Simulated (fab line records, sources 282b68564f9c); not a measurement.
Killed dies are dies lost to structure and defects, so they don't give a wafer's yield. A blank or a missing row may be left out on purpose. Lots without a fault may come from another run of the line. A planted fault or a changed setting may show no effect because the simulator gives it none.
Which tool did it? | flow rit_cmos | 15 lots, 45 wafers sampled, at 2 steps of a route of 202

WHAT THE GAUGES READ, wafer by wafer
The record holds no reading of a measuring or inspecting step that can be judged against a usual standard deviation.

WHICH TOOL RAN EACH LOT (tool, then ch and the chambers of the sampled wafers, then the start)
lot  | RIT_CONTACT_CLEAN_13           | RIT_M1_PROBE_99
L166 | wet_bench-02 ch 1, day 3 10:19 | prober-02, day 3 14:41
L167 | wet_bench-01 ch 3, day 3 14:11 | prober-01, day 3 18:37
L170 | wet_bench-03 ch 1, day 4 05:01 | prober-02, day 4 09:34
L171 | wet_bench-01 ch 2, day 4 10:37 | prober-01, day 4 15:02
L172 | wet_bench-03 ch 2, day 4 15:17 | prober-02, day 4 19:47
L173 | wet_bench-02 ch 3, day 4 20:56 | prober-01, day 5 01:27
L175 | wet_bench-02 ch 3, day 5 06:26 | prober-01, day 5 11:14
L176 | wet_bench-02 ch 2, day 5 11:01 | prober-02, day 5 15:36
L177 | wet_bench-03 ch 2, day 5 17:38 | prober-01, day 5 22:40
L179 | wet_bench-02 ch 3, day 6 02:47 | prober-01, day 6 08:26
L180 | wet_bench-03 ch 2, day 6 06:47 | prober-02, day 6 11:15
L181 | wet_bench-02 ch 2, day 6 11:56 | prober-01, day 6 16:22
L183 | wet_bench-02 ch 0, day 6 22:56 | prober-01, day 7 04:43
L184 | wet_bench-03 ch 0, day 7 03:06 | prober-02, day 7 07:37
L187 | wet_bench-02 ch 1, day 7 20:47 | prober-01, day 8 01:29
- RIT_CONTACT_CLEAN_13: cleans in SC1, time 600 s.
- RIT_M1_PROBE_99

WHAT THE TOOLS THEMSELVES READ (means of the sampled wafers that have a number; where no wafer has one, the mark that the record gives instead)
RIT_M1_PROBE_99.
lot  | tool      | killed_at_contacts | killed_at_front_end | killed_dies | killed_on_rim | killed_open | killed_short
L166 | prober-02 | 0.0                | 9.3                 | 9.3         | 4.7           | 3.0         | 6.3
L167 | prober-01 | 0.0                | 7.7                 | 7.7         | 2.0           | 4.0         | 3.7
L170 | prober-02 | 0.0                | 8.3                 | 8.3         | 2.3           | 5.3         | 3.0
L171 | prober-01 | 0.0                | 6.7                 | 6.7         | 1.7           | 2.7         | 3.3
L172 | prober-02 | 0.3                | 8.3                 | 8.7         | 1.3           | 4.0         | 4.7
L173 | prober-01 | 0.0                | 7.0                 | 7.0         | 2.7           | 4.3         | 2.7
L175 | prober-01 | 0.7                | 6.3                 | 7.0         | 1.3           | 3.7         | 3.3
L176 | prober-02 | 0.0                | 7.0                 | 7.0         | 2.0           | 4.3         | 2.7
L177 | prober-01 | 0.0                | 9.0                 | 9.0         | 3.0           | 4.7         | 4.3
L179 | prober-01 | 0.0                | 4.7                 | 4.7         | 1.7           | 2.0         | 2.7
L180 | prober-02 | 0.0                | 7.7                 | 7.7         | 3.7           | 4.0         | 3.7
L181 | prober-01 | 18.0               | 4.3                 | 22.3        | 10.3          | 2.7         | 1.7
L183 | prober-01 | 36.3               | 5.3                 | 41.7        | 1.7           | 3.7         | 1.7
L184 | prober-02 | 0.0                | 8.3                 | 8.3         | 2.7           | 4.0         | 4.3
L187 | prober-01 | 25.0               | 8.3                 | 33.3        | 11.3          | 4.7         | 2.7

THE ANSWER, worked out from the rows above alone
Rule: what is usual is taken from the lots themselves. Put in order of their means at a reading, lots are off if they are a third of the lots or fewer, leave a main group of 4 or more, and stand apart from it by a gap of 3 or more times the standard deviation of the main group's means; of several such gaps the widest counts. A main group whose means are all the same, to the digits that the tables above print for the reading, isn't used. A lot without any number at a reading at which 4 lots or more have one is off too. The other lots that the step has rows for count as sound. The gauges are gone through in route order, then the tools' own readings, and for those a lot's mean is taken as printed above. The first step at which some lot is off is used, and at that step the reading that is off furthest; a lot without a number counts as furthest.
Off: L181, L183, L187, at RIT_M1_PROBE_99 (killed_at_contacts). The main group: mean 0.1, standard deviation 0.2.
A tool fits if, at that step or a process step before it, it ran every lot that is off, and no sound lot after the first of them. Can't be told from this: 2 tools fit, wet_bench-02 at RIT_CONTACT_CLEAN_13, prober-01 at RIT_M1_PROBE_99.

WHAT THE SIMULATOR HAD PUT IN
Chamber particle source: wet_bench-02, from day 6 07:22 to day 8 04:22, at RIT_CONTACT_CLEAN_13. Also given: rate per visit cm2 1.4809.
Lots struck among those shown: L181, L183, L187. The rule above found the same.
